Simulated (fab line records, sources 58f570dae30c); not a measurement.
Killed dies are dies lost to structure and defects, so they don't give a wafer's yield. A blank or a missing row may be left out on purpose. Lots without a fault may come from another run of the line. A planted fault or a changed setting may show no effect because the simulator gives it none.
fab line records | flow berkeley_cmos170
record lots=5 wafers=15 last_day=10
route steps=331 shown GATE@125 FIELD@126 PLDD@145 NLDD@158
lots that met no fault: from a run of the same line without faults
start_h: hours from the record's first day to the start of the lot's first wafer shown | wait_h: hours since the lot's step before | " the same as in the row above | L1.1+2: a row that stands for several wafers | - no value, or no start given | * or withheld: withheld | < > ~ a bound
route shown NAME@n: a module of which the file shows steps, and the number in the route of the first | usual: mean/standard deviation of fault-free wafers | same: alike in all rows | chamber/n: place in a boat | sites: the reading at each site | _std_site: their standard deviation | _edge_site: outer sites' mean less inner sites' | radius_mm: how far each site lies from the wafer's centre | mask NAME#n: copy n | behind: the tool/chamber that last shaped the wafer | hold: why the lot was held/for how many hours/how that ended | device: the transistor (n, p or np) that didn't switch | end of line: the same wafers' tests at the end of the route | a step without rows: its recipe alone | killed: dies lost to structure and defects at the first sort, not the wafer's yield | map: a wafer's dies, x killed, . not, _ none there
set.NAME: the setting as run; set.NAME@STEP: as run at that earlier step | model.NAME: the simulator's own value behind a step, which no gauge read
lots at some steps of the route; a table a step, a row a wafer
services: from which hour (start_h, from the record's first day; less than 0 if before it) a tool's chamber was out of use, for how many hours, and why
## steps
# step UCB170_GATE_WET_ETCH_00
# recipe chemistry=dHF dilution=25:1 target=SiO2 temp_c=25 time_s=200
# columns lot.wafer tool chamber start_h wait_h
L077.4+5+6 wet_bench-01 2 153.83 0.0
L079.2+4+5 wet_bench-01 0 154.31 0.0
L081.1+3+4 wet_bench-03 0 171.93 0.1
L085.1+2+3 wet_bench-01 0 183.85 0.1
L086.1+4+6 wet_bench-01 0 197.92 0.1
# step UCB170_FIELD_THK_MEAS_91
# recipe reads=SiO2_of_FIELD_OXIDATION_01
# usual FIELD_OXIDE_LEFT_2_THK=353/11
# columns lot.wafer tool chamber start_h wait_h FIELD_OXIDE_LEFT_2_THK[nm]
L077.4 film_metro-03 - 153.92 0.0 364
L077.5 " - " " 365
L077.6 " - " " 367
L079.2 film_metro-01 - 154.39 0.0 380
L079.4 " - " " 374
L079.5 " - " " 361
L081.1 film_metro-04 - 171.99 0.0 370
L081.3 " - " " 368
L081.4 " - " " 371
L085.1 film_metro-03 - 183.91 0.0 358
L085.2 " - " " 340
L085.3 " - " " 355
L086.1 film_metro-01 - 197.98 0.0 333
L086.4 " - " " 333
L086.6 " - " " 345
# step UCB170_GATE_OXIDATION_01
# recipe temp_c=850 ambient=O2 target_thk_a=66 ox_time_s=1800
# columns lot.wafer tool chamber start_h wait_h
L077.4+5+6 furnace-02 0 158.17 4.2
L079.2+4+5 furnace-02 0 158.17 3.8
L081.1+3+4 furnace-04 0 174.96 3.0
L085.1+2+3 furnace-04 0 187.82 3.9
L086.1+4+6 furnace-01 0 201.33 3.3
# step UCB170_GATE_THK_MEAS_02
# recipe reads=SiO2_of_GATE_OXIDATION_01
# usual GATE_OXIDE_THK=6.62/0.11
# columns lot.wafer tool chamber start_h wait_h GATE_OXIDE_THK[nm]
L079.2 film_metro-04 - 159.68 0.0 6.47
L079.4 " - " " 6.48
L079.5 " - " " 6.48
L077.4 film_metro-02 - 159.70 0.0 6.70
L077.5 " - " " 6.73
L077.6 " - " " 6.56
L081.1 film_metro-04 - 176.46 0.0 6.62
L081.3 " - " " 6.68
L081.4 " - " " 6.60
L085.1 film_metro-01 - 189.32 0.0 6.67
L085.2 " - " " 6.61
L085.3 " - " " 6.62
L086.1 film_metro-02 - 202.83 0.0 6.83
L086.4 " - " " 6.79
L086.6 " - " " 6.81
# step UCB170_GATE_ANNEAL_03
# recipe temp_c=900 time_s=1800 ambient=N2
# columns lot.wafer tool chamber start_h wait_h
L077.4+5+6 furnace-02 0 162.69 3.0
L079.2+4+5 furnace-02 0 162.69 3.0
L081.1+3+4 furnace-02 0 181.04 4.6
L085.1+2+3 furnace-01 0 194.31 5.0
L086.1+4+6 furnace-04 0 205.32 2.5
# step UCB170_GATE_CVD_04
# recipe material=poly-Si temp_c=610 precursor=SiH4 time_s=1390 pressure_mtorr=375 target_thk_nm=214 sih4_flow_sccm=120
# usual sih4_flow_sccm=120.0/0.33
# columns lot.wafer tool chamber start_h wait_h sih4_flow_sccm
L077.4 lpcvd-02 0 166.03 1.8 119.9
L077.5 " 0 " " 119.6
L077.6 " 0 " " 120.0
L079.2 lpcvd-02 0 166.03 1.8 119.9
L079.4 " 0 " " 119.5
L079.5 " 0 " " 119.5
L081.1 lpcvd-02 0 182.54 0.0 120.0
L081.3 " 0 " " 120.1
L081.4 " 0 " " 120.0
L085.1 lpcvd-02 1 195.81 0.0 119.5
L085.2 " 1 " " 120.4
L085.3 " 1 " " 119.8
L086.1 lpcvd-01 1 206.82 0.0 120.3
L086.4 " 1 " " 120.7
L086.6 " 1 " " 119.5
# step UCB170_GATE_THK_MEAS_05
# recipe reads=poly-Si_of_GATE_CVD_04
# usual GATE_POLY_THK=205.4/1.7
# columns lot.wafer tool chamber start_h wait_h GATE_POLY_THK[nm]
L079.2 film_metro-02 - 167.44 0.0 204.0
L079.4 " - " " 204.1
L079.5 " - " " 204.0
L077.4 film_metro-04 - 167.46 0.0 205.0
L077.5 " - " " 206.0
L077.6 " - " " 203.7
L081.1 film_metro-04 - 183.95 0.0 203.7
L081.3 " - " " 202.4
L081.4 " - " " 204.1
L085.1 film_metro-04 - 197.21 0.0 202.7
L085.2 " - " " 202.0
L085.3 " - " " 201.8
L086.1 film_metro-02 - 208.22 0.0 206.3
L086.4 " - " " 205.6
L086.6 " - " " 207.1
# step UCB170_GATE_COAT_06
# recipe resist=BARC temp_c=withheld time_s=withheld spin_rpm=3000 resist_thk_nm=withheld
# columns lot.wafer tool chamber start_h wait_h
L079.2+4+5 litho_track-01 0 167.51 0.1
L077.4+5+6 litho_track-04 0 167.75 0.3
L081.1+3+4 litho_track-01 0 184.13 0.2
L085.1+2+3 litho_track-01 0 197.27 0.1
L086.1+4+6 litho_track-04 0 208.28 0.1
# step UCB170_GATE_COAT_07
# recipe resist=KrF spin_rpm=1500 resist_thk_nm=900
# columns lot.wafer tool chamber start_h wait_h
L079.2+4+5 litho_track-01 0 - -
L077.4+5+6 litho_track-04 0 - -
L081.1+3+4 litho_track-01 0 - -
L085.1+2+3 litho_track-01 0 - -
L086.1+4+6 litho_track-04 0 - -
# step UCB170_GATE_SOFTBAKE_08
# recipe resist=KrF temp_c=130 time_s=60
# usual heater_power_total_W=56.80/0.048
# columns lot.wafer tool chamber start_h wait_h heater_power_total_W
L079.2 litho_track-01 0 - - 56.77
L079.4 " 0 " " 56.73
L079.5 " 0 " " 56.77
L077.4 litho_track-04 0 - - 56.78
L077.5 " 0 " " 56.81
L077.6 " 0 " " 56.78
L081.1 litho_track-01 0 - - 56.72
L081.3 " 0 " " 56.74
L081.4 " 0 " " 56.84
L085.1 litho_track-01 0 - - 56.82
L085.2 " 0 " " 56.92
L085.3 " 0 " " 56.80
L086.1 litho_track-04 0 - - 56.86
L086.4 " 0 " " 56.82
L086.6 " 0 " " 56.84
# step UCB170_GATE_EXPOSE_09
# recipe mask_id=POLY target_cd_nm=350 na=0.5 sigma_outer=0.6 source_shape=conventional dose_mj=21
# same sigma_outer=0.6
# columns lot.wafer tool chamber start_h wait_h mask
L079.2+4+5 krf_scanner-01 0 167.96 - POLY#0
L077.4+5+6 krf_scanner-02 0 168.36 - POLY#0
L081.1+3+4 krf_scanner-02 0 184.93 - POLY#0
L085.1+2+3 krf_scanner-01 0 197.85 - POLY#0
L086.1+4+6 krf_scanner-01 0 208.73 - POLY#0
# step UCB170_GATE_PEB_10
# recipe peb_temp_c=130 peb_time_s=withheld resist=KrF
# usual heater_power_total_W=56.80/0.043
# columns lot.wafer tool chamber start_h wait_h heater_power_total_W
L079.2 litho_track-01 0 168.08 0.1 56.81
L079.4 " 0 " " 56.81
L079.5 " 0 " " 56.74
L077.4 litho_track-02 0 168.49 0.1 56.79
L077.5 " 0 " " 56.81
L077.6 " 0 " " 56.88
L081.1 litho_track-04 0 185.12 0.2 56.82
L081.3 " 0 " " 56.82
L081.4 " 0 " " 56.83
L085.1 litho_track-02 0 198.30 0.4 56.89
L085.2 " 0 " " 56.78
L085.3 " 0 " " 56.72
L086.1 litho_track-04 0 209.63 0.9 56.86
L086.4 " 0 " " 56.75
L086.6 " 0 " " 56.71
# step UCB170_GATE_DEVELOP_11
# recipe developer=TMAH develop_time_s=45 resist=KrF dev_temp_c=21
# columns lot.wafer tool chamber start_h wait_h
L079.2+4+5 litho_track-01 0 - -
L077.4+5+6 litho_track-02 0 - -
L081.1+3+4 litho_track-04 0 - -
L085.1+2+3 litho_track-02 0 - -
L086.1+4+6 litho_track-04 0 - -
# step UCB170_GATE_CD_MEAS_12
# recipe target_cd_nm=350
# usual cd_nm=350.4/1.3
# columns lot.wafer tool chamber start_h wait_h cd_nm
L079.2 cd_sem-01 - 168.35 - 350.1
L079.4 " - " " 352.3
L079.5 " - " " 352.1
L077.4 cd_sem-01 - 168.85 - 349.8
L077.5 " - " " 348.6
L077.6 " - " " 349.7
L081.1 cd_sem-01 - 185.48 - 350.1
L081.3 " - " " 349.6
L081.4 " - " " 349.4
L085.1 cd_sem-01 - 198.57 - 348.7
L085.2 " - " " 348.3
L085.3 " - " " 348.1
L086.1 cd_sem-01 - 209.94 - 350.5
L086.4 " - " " 350.7
L086.6 " - " " 349.5
# step UCB170_GATE_OVL_MEAS_13
# usual GATE_OVL=1/6.3
# columns lot.wafer tool chamber start_h wait_h GATE_OVL[nm]
L079.2 overlay-01 - 168.46 0.1 -10
L079.4 " - " " 0
L079.5 " - " " 12
L077.4 overlay-01 - 168.93 0.1 4
L077.5 " - " " 4
L077.6 " - " " 9
L081.1 overlay-01 - 185.60 0.1 -2
L081.3 " - " " -3
L081.4 " - " " -7
L085.1 overlay-01 - 198.69 0.1 -5
L085.2 " - " " 5
L085.3 " - " " -4
L086.1 overlay-02 - 210.06 0.1 2
L086.4 " - " " -6
L086.6 " - " " -4
# step UCB170_GATE_ETCH_14
# recipe chemistry=N2/H2 target_depth_a=withheld overetch_a=withheld target=BARC time_s=withheld source_w=500 bias_w=100 pressure_mtorr=30 n2_flow_sccm=100 h2_flow_sccm=200
# usual bias_w=100.0/0.35 drypump_motor_current_A=6.0/0.39 oes_product_au=0.984/0.026 throttle_valve_pct=13.17/0.1
# columns lot.wafer tool chamber start_h wait_h bias_w drypump_motor_current_A oes_product_au throttle_valve_pct
L079.2 rie_diel-02 1 168.49 0.0 100.1 6.3 0.953 13.21
L079.4 " 2 " " 99.8 5.6 0.950 13.17
L079.5 " 3 " " 99.8 5.9 0.978 13.03
L077.4 rie_diel-02 3 168.95 0.0 99.6 5.9 0.972 13.01
L077.5 " 2 " " 100.1 5.6 0.942 13.18
L077.6 " 1 " " 99.5 6.3 0.948 13.21
L081.1 rie_diel-01 2 185.63 0.0 99.6 6.4 1.026 13.21
L081.3 " 1 " " 99.5 5.9 0.979 13.03
L081.4 " 0 " " 100.8 5.9 0.975 13.32
L085.1 rie_diel-02 3 198.73 0.0 100.4 5.9 0.979 13.01
L085.2 " 0 " " 99.8 6.0 0.972 13.13
L085.3 " 2 " " 100.4 5.6 0.953 13.18
L086.1 rie_diel-02 2 210.10 0.0 100.4 5.6 0.949 13.17
L086.4 " 3 " " 99.6 5.9 0.981 13.01
L086.6 " 3 " " 99.7 6.0 0.983 13.01
# step UCB170_GATE_ETCH_15
# recipe chemistry=HBr/Cl2 target=poly-Si stop_on=SiO2 over_etch_frac=0.3 icp_w=300 bias_w=150 time_s=56.3 pressure_mtorr=15 HBr_flow_sccm=150 Cl2_flow_sccm=50 target_depth_a=2782
# usual bias_w=150.0/0.42 drypump_motor_current_A=5.7/0.49 oes_product_au=0.805/0.015 throttle_valve_pct=26.40/0.22
# columns lot.wafer tool chamber start_h wait_h bias_w drypump_motor_current_A oes_product_au rf_hours_counter_h throttle_valve_pct
L079.2 rie_si-01 1 168.53 - 150.2 6.3 0.800 2 26.39
L079.4 " 0 " " 149.1 6.0 0.785 - 26.51
L079.5 " 3 " " 150.1 6.2 0.818 - 26.47
L077.4 rie_si-01 3 169.01 - 149.7 6.2 0.823 - 26.43
L077.5 " 0 " " 149.8 5.9 0.788 - 26.49
L077.6 " 1 " " 149.8 6.3 0.797 - 26.37
L081.1 rie_si-02 0 185.68 - 150.1 5.7 0.797 97 26.55
L081.3 " 1 " " 150.1 4.8 0.806 62 26.69
L081.4 " 3 " " 150.6 5.8 0.805 67 25.97
L085.1 rie_si-01 0 198.77 - 150.0 6.0 0.770 91 26.48
L085.2 " 2 " " 150.3 5.1 0.777 0 26.57
L085.3 " 1 " " 150.2 6.3 0.785 2 26.36
L086.1 rie_si-02 3 210.14 - 150.2 5.8 0.814 67 25.97
L086.4 " 1 " " 150.1 4.8 0.820 62 26.67
L086.6 " 2 " " 150.4 5.9 0.805 - 26.06
# step UCB170_GATE_STRIP_16
# recipe chemistry=O2 power_w=400 pressure_mtorr=3500 platen_temp_c=withheld o2_flow_sccm=400 overash_fraction=0.5
# usual drypump_motor_current_A=5.9/0.61 oes_product_au=0.724/0.0044
# columns lot.wafer tool chamber start_h wait_h drypump_motor_current_A oes_product_au rf_hours_counter_h
L079.2 plasma_asher-03 1 168.58 0.0 4.8 0.726 41
L079.4 " 0 " " 6.0 0.726 -
L079.5 " 1 " " 4.8 0.721 -
L077.4 plasma_asher-04 0 169.07 0.0 6.5 0.726 -
L077.5 " 0 " " 6.5 0.721 -
L077.6 " 1 " " 6.1 0.726 -
L081.1 plasma_asher-03 1 185.72 0.0 4.8 0.728 43
L081.3 " 1 " " 4.8 0.724 -
L081.4 " 0 " " 6.0 0.723 -
L085.1 plasma_asher-03 1 198.82 0.0 4.8 0.720 45
L085.2 " 0 " " 5.9 0.730 45
L085.3 " 1 " " 4.8 0.729 -
L086.1 plasma_asher-03 1 210.19 0.0 4.8 0.722 46
L086.4 " 1 " " 4.8 0.716 -
L086.6 " 0 " " 6.0 0.728 -
# step UCB170_GATE_CD_MEAS_90
# recipe target_cd_nm=350
# usual cd_nm=350.6/1.4
# columns lot.wafer tool chamber start_h wait_h cd_nm
L079.2 cd_sem-02 - 168.70 0.1 349.5
L079.4 " - " " 353.2
L079.5 " - " " 351.9
L077.4 cd_sem-02 - 169.20 0.1 349.6
L077.5 " - " " 349.9
L077.6 " - " " 349.3
L081.1 cd_sem-01 - 185.82 0.1 349.2
L081.3 " - " " 350.0
L081.4 " - " " 350.6
L085.1 cd_sem-01 - 199.09 0.2 348.1
L085.2 " - " " 348.9
L085.3 " - " " 349.8
L086.1 cd_sem-01 - 210.30 0.1 351.1
L086.4 " - " " 350.5
L086.6 " - " " 349.4
# step UCB170_GATE_CLEAN_17
# recipe chemistry=SPM temp_c=120 time_s=600
# columns lot.wafer tool chamber start_h wait_h
L079.2+4+5 wet_bench-03 0 168.80 0.1
L077.4+5+6 wet_bench-01 3 169.26 0.0
L081.1+3+4 wet_bench-01 3 185.94 0.1
L085.1+2+3 wet_bench-01 0 199.22 0.1
L086.1+4+6 wet_bench-03 1 210.60 0.3
# step UCB170_PLDD_HMDS_00
# recipe prime_time_s=60 prime_temp_c=100
# usual prime_temp_c=99.98/0.12
# columns lot.wafer tool chamber start_h wait_h prime_temp_c
L079.2 litho_track-01 0 169.00 0.0 99.74
L079.4 " 0 " " 100.02
L079.5 " 0 " " 100.03
L077.4 litho_track-04 0 169.66 0.2 99.70
L077.5 " 0 " " 99.78
L077.6 " 0 " " 99.97
L081.1 litho_track-03 0 186.20 0.1 99.84
L081.3 " 0 " " 99.87
L081.4 " 0 " " 99.80
L085.1 litho_track-01 0 199.62 0.2 99.89
L085.2 " 0 " " 99.87
L085.3 " 0 " " 99.83
L086.1 litho_track-01 0 210.77 0.0 99.98
L086.4 " 0 " " 99.89
L086.6 " 0 " " 100.01
# step UCB170_PLDD_COAT_01
# recipe resist=KrF spin_rpm=1500 resist_thk_nm=900
# columns lot.wafer tool chamber start_h wait_h
L079.2+4+5 litho_track-01 0 169.15 0.1
L077.4+5+6 litho_track-04 0 169.81 0.1
L081.1+3+4 litho_track-03 0 186.35 0.1
L085.1+2+3 litho_track-01 0 199.77 0.1
L086.1+4+6 litho_track-01 0 210.92 0.1
# step UCB170_PLDD_SOFTBAKE_02
# recipe resist=KrF temp_c=130 time_s=60
# usual heater_power_total_W=56.80/0.045
# columns lot.wafer tool chamber start_h wait_h heater_power_total_W
L079.2 litho_track-01 0 169.30 0.1 56.82
L079.4 " 0 " " 56.87
L079.5 " 0 " " 56.85
L077.4 litho_track-04 0 169.96 0.1 56.77
L077.5 " 0 " " 56.75
L077.6 " 0 " " 56.77
L081.1 litho_track-03 0 186.50 0.1 56.82
L081.3 " 0 " " 56.78
L081.4 " 0 " " 56.82
L085.1 litho_track-01 0 199.92 0.1 56.75
L085.2 " 0 " " 56.81
L085.3 " 0 " " 56.82
L086.1 litho_track-01 0 211.07 0.1 56.80
L086.4 " 0 " " 56.81
L086.6 " 0 " " 56.83
# step UCB170_PLDD_EXPOSE_03
# recipe mask_id=PSELECT na=0.5 sigma_outer=0.6 source_shape=conventional target_cd_nm=1200 dose_mj=30
# same sigma_outer=0.6
# columns lot.wafer tool chamber start_h wait_h mask
L079.2+4+5 krf_scanner-01 0 169.57 0.2 PSELECT#0
L077.4+5+6 krf_scanner-01 0 170.09 0.1 PSELECT#0
L081.1+3+4 krf_scanner-02 0 186.78 0.2 PSELECT#0
L085.1+2+3 krf_scanner-02 0 200.07 0.1 PSELECT#0
L086.1+4+6 krf_scanner-02 0 211.35 0.2 PSELECT#0
# step UCB170_PLDD_PEB_04
# recipe peb_temp_c=130 peb_time_s=withheld resist=KrF
# usual heater_power_total_W=56.80/0.044
# columns lot.wafer tool chamber start_h wait_h heater_power_total_W
L079.2 litho_track-01 0 169.72 0.1 56.82
L079.4 " 0 " " 56.78
L079.5 " 0 " " 56.85
L077.4 litho_track-04 0 170.38 0.3 56.83
L077.5 " 0 " " 56.78
L077.6 " 0 " " 56.76
L081.1 litho_track-01 0 186.89 0.1 56.78
L081.3 " 0 " " 56.83
L081.4 " 0 " " 56.75
L085.1 litho_track-01 0 200.62 0.5 56.76
L085.2 " 0 " " 56.81
L085.3 " 0 " " 56.78
L086.1 litho_track-03 0 212.10 0.7 56.79
L086.4 " 0 " " 56.76
L086.6 " 0 " " 56.86
# step UCB170_PLDD_DEVELOP_05
# recipe developer=TMAH develop_time_s=45 resist=KrF dev_temp_c=21
# columns lot.wafer tool chamber start_h wait_h
L079.2+4+5 litho_track-01 0 - -
L077.4+5+6 litho_track-04 0 - -
L081.1+3+4 litho_track-01 0 - -
L085.1+2+3 litho_track-01 0 - -
L086.1+4+6 litho_track-03 0 - -
# step UCB170_PLDD_CD_MEAS_06
# recipe target_cd_nm=1200
# usual cd_nm=1199.9/1.3
# columns lot.wafer tool chamber start_h wait_h cd_nm
L079.2 cd_sem-02 - 169.99 - 1200.3
L079.4 " - " " 1202.2
L079.5 " - " " 1200.8
L077.4 cd_sem-01 - 170.64 - 1199.5
L077.5 " - " " 1199.6
L077.6 " - " " 1199.8
L081.1 cd_sem-01 - 187.20 - 1200.5
L081.3 " - " " 1200.6
L081.4 " - " " 1199.2
L085.1 cd_sem-01 - 200.90 - 1200.6
L085.2 " - " " 1199.1
L085.3 " - " " 1201.4
L086.1 cd_sem-01 - 212.45 - 1200.7
L086.4 " - " " 1201.3
L086.6 " - " " 1201.2
# step UCB170_PLDD_OVL_MEAS_07
# usual PLDD_OVL=-1/5.7
# columns lot.wafer tool chamber start_h wait_h PLDD_OVL[nm]
L079.2 overlay-02 - 170.10 0.1 -7
L079.4 " - " " -6
L079.5 " - " " -1
L077.4 overlay-01 - 170.72 0.1 -11
L077.5 " - " " 3
L077.6 " - " " -9
L081.1 overlay-02 - 187.32 0.1 2
L081.3 " - " " 9
L081.4 " - " " 13
L085.1 overlay-02 - 201.02 0.1 -1
L085.2 " - " " -7
L085.3 " - " " 5
L086.1 overlay-01 - 212.57 0.1 -5
L086.4 " - " " 0
L086.6 " - " " 5
# step UCB170_PLDD_IMPLANT_08
# recipe species=BF2 dose_cm2=5e+13 energy_kev=10 tilt_deg=7 rotation_deg=0
# usual beam_energy_keV=10.000/0.0039
# columns lot.wafer tool chamber start_h wait_h beam_energy_keV
L079.2 implanter-01 0 170.15 0.0 9.994
L079.4 " 0 " " 9.997
L079.5 " 0 " " 9.995
L077.4 implanter-01 0 170.81 0.1 9.997
L077.5 " 0 " " 10.000
L077.6 " 0 " " 10.002
L081.1 implanter-03 0 187.36 0.0 10.005
L081.3 " 0 " " 10.001
L081.4 " 0 " " 9.998
L085.1 implanter-01 0 206.54 5.5 9.993
L085.2 " 0 " " 9.996
L085.3 " 0 " " 9.996
L086.1 implanter-01 0 212.61 0.0 9.999
L086.4 " 0 " " 10.003
L086.6 " 0 " " 10.003
# step UCB170_PLDD_IMPLANT_09
# recipe species=BF2 dose_cm2=5e+13 energy_kev=10 tilt_deg=7 rotation_deg=180
# usual beam_energy_keV=10.001/0.0029
# columns lot.wafer tool chamber start_h wait_h beam_energy_keV
L079.2 implanter-01 0 170.30 0.1 9.9982
L079.4 " 0 " " 9.9990
L079.5 " 0 " " 9.9977
L077.4 implanter-01 0 170.96 0.1 9.9993
L077.5 " 0 " " 10.001
L077.6 " 0 " " 9.9966
L081.1 implanter-03 0 187.51 0.1 10.001
L081.3 " 0 " " 10.001
L081.4 " 0 " " 9.9973
L085.1 implanter-01 0 206.69 0.1 10.000
L085.2 " 0 " " 10.004
L085.3 " 0 " " 10.002
L086.1 implanter-01 0 212.76 0.1 10.009
L086.4 " 0 " " 10.003
L086.6 " 0 " " 10.005
# step UCB170_PLDD_STRIP_10
# recipe chemistry=O2 power_w=400 pressure_mtorr=3500 platen_temp_c=withheld o2_flow_sccm=400 overash_fraction=0.5
# usual drypump_motor_current_A=5.7/0.63 oes_product_au=0.734/0.0051 strip_time_to_endpoint_s=21.66/0.068
# columns lot.wafer tool chamber start_h wait_h drypump_motor_current_A oes_product_au rf_hours_counter_h strip_time_to_endpoint_s
L079.2 plasma_asher-03 0 170.43 0.1 6.0 0.726 41 21.55
L079.4 " 1 " " 4.8 0.739 - 21.55
L079.5 " 0 " " 6.0 0.736 - 21.59
L077.4 plasma_asher-03 1 171.07 0.1 4.8 0.744 - 21.69
L077.5 " 0 " " 6.0 0.722 - 21.71
L077.6 " 1 " " 4.8 0.726 - 21.64
L081.1 plasma_asher-01 1 187.66 0.1 5.1 0.730 43 21.71
L081.3 " 0 " " 6.3 0.743 - 21.77
L081.4 " 1 " " 5.1 0.733 - 21.78
L085.1 plasma_asher-03 1 206.84 0.1 4.8 0.731 46 21.67
L085.2 " 0 " " 6.0 0.734 46 21.61
L085.3 " 1 " " 4.8 0.732 - 21.65
L086.1 plasma_asher-01 1 212.91 0.1 5.2 0.733 46 21.74
L086.4 " 1 " " 5.2 0.730 - 21.66
L086.6 " 1 " " 5.2 0.728 - 21.70
# step UCB170_PLDD_TW_MEAS_11
# usual PLDD_TW=1008/10
# columns lot.wafer tool chamber start_h wait_h PLDD_TW
L079.2 film_metro-04 - 170.54 0.1 998
L079.4 " - " " 992
L079.5 " - " " 994
L077.4 film_metro-04 - 171.17 0.1 993
L077.5 " - " " 993
L077.6 " - " " 995
L081.1 film_metro-03 - 187.76 0.1 1011
L081.3 " - " " 1018
L081.4 " - " " 1018
L085.1 film_metro-04 - 206.94 0.1 1000
L085.2 " - " " 999
L085.3 " - " " 1003
L086.1 film_metro-02 - 213.01 0.1 1015
L086.4 " - " " 1007
L086.6 " - " " 1011
# step UCB170_PLDD_CLEAN_12
# recipe chemistry=SPM temp_c=120 time_s=600
# columns lot.wafer tool chamber start_h wait_h
L079.2+4+5 wet_bench-01 1 170.59 0.0
L077.4+5+6 wet_bench-03 3 171.20 0.0
L081.1+3+4 wet_bench-03 3 187.82 0.1
L085.1+2+3 wet_bench-03 0 207.09 0.1
L086.1+4+6 wet_bench-01 0 213.07 0.1
# step UCB170_NLDD_HMDS_00
# recipe prime_time_s=60 prime_temp_c=100
# usual prime_temp_c=99.97/0.13
# columns lot.wafer tool chamber start_h wait_h prime_temp_c
L079.2 litho_track-02 0 170.79 0.0 99.86
L079.4 " 0 " " 99.85
L079.5 " 0 " " 100.07
L077.4 litho_track-03 0 172.08 0.7 99.80
L077.5 " 0 " " 99.96
L077.6 " 0 " " 99.88
L081.1 litho_track-02 0 188.02 0.0 99.95
L081.3 " 0 " " 99.93
L081.4 " 0 " " 100.11
L085.1 litho_track-02 0 207.26 0.0 99.86
L085.2 " 0 " " 99.76
L085.3 " 0 " " 99.92
L086.1 litho_track-02 0 213.26 0.0 99.88
L086.4 " 0 " " 100.04
L086.6 " 0 " " 99.85
# step UCB170_NLDD_COAT_01
# recipe resist=KrF spin_rpm=1500 resist_thk_nm=907.7
# columns lot.wafer tool chamber start_h wait_h
L079.2+4+5 litho_track-02 0 170.94 0.1
L077.4+5+6 litho_track-03 0 172.23 0.1
L081.1+3+4 litho_track-02 0 188.17 0.1
L085.1+2+3 litho_track-02 0 207.41 0.1
L086.1+4+6 litho_track-02 0 213.41 0.1
# step UCB170_NLDD_SOFTBAKE_02
# recipe resist=KrF temp_c=130 time_s=60
# usual heater_power_total_W=56.80/0.042
# columns lot.wafer tool chamber start_h wait_h heater_power_total_W
L079.2 litho_track-02 0 171.09 0.1 56.72
L079.4 " 0 " " 56.79
L079.5 " 0 " " 56.83
L077.4 litho_track-03 0 172.38 0.1 56.75
L077.5 " 0 " " 56.80
L077.6 " 0 " " 56.87
L081.1 litho_track-02 0 188.32 0.1 56.75
L081.3 " 0 " " 56.80
L081.4 " 0 " " 56.83
L085.1 litho_track-02 0 207.56 0.1 56.73
L085.2 " 0 " " 56.77
L085.3 " 0 " " 56.79
L086.1 litho_track-02 0 213.56 0.1 56.76
L086.4 " 0 " " 56.84
L086.6 " 0 " " 56.79
# step UCB170_NLDD_EXPOSE_03
# recipe mask_id=NSELECT na=0.5 sigma_outer=0.6 source_shape=conventional target_cd_nm=1200 dose_mj=30
# same sigma_outer=0.6
# columns lot.wafer tool chamber start_h wait_h mask
L079.2+4+5 krf_scanner-02 0 171.24 0.1 NSELECT#0
L077.4+5+6 krf_scanner-02 0 172.64 0.2 NSELECT#0
L081.1+3+4 krf_scanner-02 0 188.60 0.2 NSELECT#0
L085.1+2+3 krf_scanner-01 0 207.93 0.3 NSELECT#0
L086.1+4+6 krf_scanner-02 0 213.71 0.1 NSELECT#0
# step UCB170_NLDD_PEB_04
# recipe peb_temp_c=130 peb_time_s=withheld resist=KrF
# usual heater_power_total_W=56.80/0.045
# columns lot.wafer tool chamber start_h wait_h heater_power_total_W
L079.2 litho_track-02 0 171.97 0.7 56.81
L079.4 " 0 " " 56.86
L079.5 " 0 " " 56.86
L077.4 litho_track-01 0 172.99 0.3 56.75
L077.5 " 0 " " 56.80
L077.6 " 0 " " 56.82
L081.1 litho_track-01 0 188.72 0.1 56.83
L081.3 " 0 " " 56.72
L081.4 " 0 " " 56.81
L085.1 litho_track-02 0 208.88 0.9 56.81
L085.2 " 0 " " 56.77
L085.3 " 0 " " 56.82
L086.1 litho_track-03 0 213.83 0.1 56.81
L086.4 " 0 " " 56.78
L086.6 " 0 " " 56.84
# step UCB170_NLDD_DEVELOP_05
# recipe developer=TMAH develop_time_s=45 resist=KrF dev_temp_c=21
# columns lot.wafer tool chamber start_h wait_h
L079.2+4+5 litho_track-02 0 - -
L077.4+5+6 litho_track-01 0 - -
L081.1+3+4 litho_track-01 0 - -
L085.1+2+3 litho_track-02 0 - -
L086.1+4+6 litho_track-03 0 - -
# step UCB170_NLDD_CD_MEAS_06
# recipe target_cd_nm=1200
# usual cd_nm=1199.8/1.3
# columns lot.wafer tool chamber start_h wait_h cd_nm
L079.2 cd_sem-01 - 172.24 - 1198.1
L079.4 " - " " 1197.9
L079.5 " - " " 1196.5
L077.4 cd_sem-01 - 173.25 - 1199.6
L077.5 " - " " 1199.3
L077.6 " - " " 1198.5
L081.1 cd_sem-01 - 188.99 - 1198.7
L081.3 " - " " 1198.5
L081.4 " - " " 1197.1
L085.1 cd_sem-01 - 209.16 - 1199.6
L085.2 " - " " 1200.5
L085.3 " - " " 1199.6
L086.1 cd_sem-01 - 214.90 - 1200.1
L086.4 " - " " 1200.3
L086.6 " - " " 1200.9
# step UCB170_NLDD_OVL_MEAS_07
# usual NLDD_OVL=1/5.5
# columns lot.wafer tool chamber start_h wait_h NLDD_OVL[nm]
L079.2 overlay-02 - 172.35 0.1 -2
L079.4 " - " " -5
L079.5 " - " " -3
L077.4 overlay-01 - 173.32 0.1 -8
L077.5 " - " " -6
L077.6 " - " " -4
L081.1 overlay-02 - 189.11 0.1 -6
L081.3 " - " " 2
L081.4 " - " " -5
L085.1 overlay-02 - 209.28 0.1 0
L085.2 " - " " -2
L085.3 " - " " -3
L086.1 overlay-01 - 215.02 0.1 3
L086.4 " - " " -1
L086.6 " - " " -6
## services
# columns tool chamber start_h hours kind
krf_scanner-01 - 138.45 1.3 pm
plasma_asher-03 - 141.84 2.1 repair
krf_scanner-01 - 142.65 4.0 pm
rie_diel-01 2 144.32 3.0 repair
rie_diel-02 1 144.69 8.8 repair
furnace-04 - 144.85 3.3 pm
rie_diel-02 - 150.29 2.5 repair
rie_diel-01 0 153.41 7.2 repair
rie_diel-01 - 154.36 2.8 pm
implanter-03 - 154.68 4.1 pm
plasma_asher-03 - 157.27 2.8 pm
implanter-03 - 159.17 1.0 repair
krf_scanner-01 - 163.78 0.8 pm
implanter-03 - 170.26 5.5 repair
plasma_asher-04 - 175.63 13.4 pm
implanter-01 - 175.78 3.6 pm
rie_diel-02 - 175.99 4.3 pm
rie_si-01 0 188.03 7.9 repair
krf_scanner-01 - 190.08 1.0 repair
krf_scanner-02 - 191.12 1.0 pm
furnace-04 - 195.41 2.4 pm
implanter-03 - 196.04 14.0 pm
implanter-01 - 201.03 4.1 repair
krf_scanner-01 - 208.86 0.8 pm
## key
fault none
